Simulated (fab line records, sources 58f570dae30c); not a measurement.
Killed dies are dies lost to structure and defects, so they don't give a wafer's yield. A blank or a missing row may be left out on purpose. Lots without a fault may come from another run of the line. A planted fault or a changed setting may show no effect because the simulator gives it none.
Which tool did it? | flow berkeley_cmos170 | 13 lots, 39 wafers sampled, at 3 steps of a route of 331

WHAT THE GAUGES READ, wafer by wafer
UCB170_M1_RS_MEAS_01: measures by four-point-probe.
lot  | measured     | on            | M1_AL_RS (ohm/sq)
L264 | day 8 19:20  | film_metro-03 | 0.0492 0.0485 0.0500
L263 | day 8 19:49  | film_metro-01 | 0.0489 0.0490 0.0492
L265 | day 8 21:22  | film_metro-03 | 0.0485 0.0487 0.0484
L262 | day 8 21:40  | film_metro-04 | 0.0477 0.0479 0.0484
L266 | day 9 17:34  | film_metro-03 | 0.0485 0.0486 0.0488
L267 | day 9 17:43  | film_metro-01 | 0.0489 0.0489 0.0489
L277 | day 12 01:33 | film_metro-01 | 0.0639 0.0490 0.0635
L278 | day 12 08:04 | film_metro-03 | 0.0495 0.0489 0.0488
L279 | day 12 16:34 | film_metro-03 | 0.0481 0.0482 0.0484
L283 | day 13 05:30 | film_metro-04 | 0.0496 0.0493 0.0493
L285 | day 13 06:13 | film_metro-03 | 0.0486 0.0488 0.0487
L282 | day 13 06:46 | film_metro-01 | 0.0491 0.0489 0.0499
L284 | day 13 12:50 | film_metro-01 | 0.0485 0.0480 0.0484

UCB170_M1_THK_MEAS_02: measures by xrf.
lot  | measured     | on            | M1_AL_THK (nm)
L264 | day 8 19:27  | film_metro-03 | 591 597 584
L263 | day 8 19:56  | film_metro-01 | 593 591 589
L265 | day 8 21:29  | film_metro-03 | 598 598 600
L262 | day 8 21:46  | film_metro-04 | 608 605 602
L266 | day 9 17:41  | film_metro-03 | 597 594 591
L267 | day 9 17:50  | film_metro-01 | 597 597 598
L277 | day 12 01:40 | film_metro-01 | 458 593 464
L278 | day 12 08:11 | film_metro-03 | 583 591 594
L279 | day 12 16:41 | film_metro-03 | 598 599 598
L283 | day 13 05:37 | film_metro-04 | 582 587 589
L285 | day 13 06:20 | film_metro-03 | 596 592 596
L282 | day 13 06:52 | film_metro-01 | 591 597 582
L284 | day 13 12:55 | film_metro-01 | 599 606 603

WHICH TOOL RAN EACH LOT (tool, then ch and the chambers of the sampled wafers, then the start)
lot  | UCB170_M1_SPUTTER_00
L264 | pvd_sputter-04, day 8 19:16
L263 | pvd_sputter-02, day 8 19:44
L265 | pvd_sputter-04, day 8 21:18
L262 | pvd_sputter-02, day 8 21:35
L266 | pvd_sputter-02, day 9 17:31
L267 | pvd_sputter-04, day 9 17:39
L277 | pvd_sputter-02, day 12 01:28
L278 | pvd_sputter-01, day 12 07:59
L279 | pvd_sputter-01, day 12 16:30
L283 | pvd_sputter-04, day 13 05:26
L285 | pvd_sputter-01, day 13 06:09
L282 | pvd_sputter-04, day 13 06:40
L284 | pvd_sputter-01, day 13 12:43
- UCB170_M1_SPUTTER_00: material Al, target thk 600 nm, time 80 s.

WHAT THE TOOLS THEMSELVES READ (means of the sampled wafers that have a number; where no wafer has one, the mark that the record gives instead)
UCB170_M1_SPUTTER_00.
lot  | tool           | throttle_valve_pct (%)
L264 | pvd_sputter-04 | 30.1
L263 | pvd_sputter-02 | 30.1
L265 | pvd_sputter-04 | 30.2
L262 | pvd_sputter-02 | 29.8
L266 | pvd_sputter-02 | 30.2
L267 | pvd_sputter-04 | 30.5
L277 | pvd_sputter-02 | 29.8
L278 | pvd_sputter-01 | 30.2
L279 | pvd_sputter-01 | 30.5
L283 | pvd_sputter-04 | 29.9
L285 | pvd_sputter-01 | 30.6
L282 | pvd_sputter-04 | 30.6
L284 | pvd_sputter-01 | 31.0

THE ANSWER, worked out from the rows above alone
Rule: what is usual is taken from the lots themselves. Put in order of their means at a reading, lots are off if they are a third of the lots or fewer, leave a main group of 4 or more, and stand apart from it by a gap of 3 or more times the standard deviation of the main group's means; of several such gaps the widest counts. A main group whose means are all the same, to the digits that the tables above print for the reading, isn't used. A lot without any number at a reading at which 4 lots or more have one is off too. The other lots that the step has rows for count as sound. The gauges are gone through in route order, then the tools' own readings, and for those a lot's mean is taken as printed above. The first step at which some lot is off is used, and at that step the reading that is off furthest; a lot without a number counts as furthest.
Off: L277, at UCB170_M1_RS_MEAS_01 (M1_AL_RS). The main group: mean 0.0488 ohm/sq, standard deviation 0.00043.
A tool fits if, at a process step before that reading, it ran every lot that is off, and no sound lot after the first of them. The gauges at UCB170_M1_RS_MEAS_01 are tried like those tools. One fits: pvd_sputter-02 at UCB170_M1_SPUTTER_00. Its last sound lot is L266 (day 9 17:31), its first lot that is off L277 (day 12 01:28): a fault that began between those two fits.

WHAT THE SIMULATOR HAD PUT IN
Process parameter drift: pvd_sputter-02, from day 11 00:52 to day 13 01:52, at UCB170_M1_SPUTTER_00. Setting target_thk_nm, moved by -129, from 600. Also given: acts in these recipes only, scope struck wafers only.
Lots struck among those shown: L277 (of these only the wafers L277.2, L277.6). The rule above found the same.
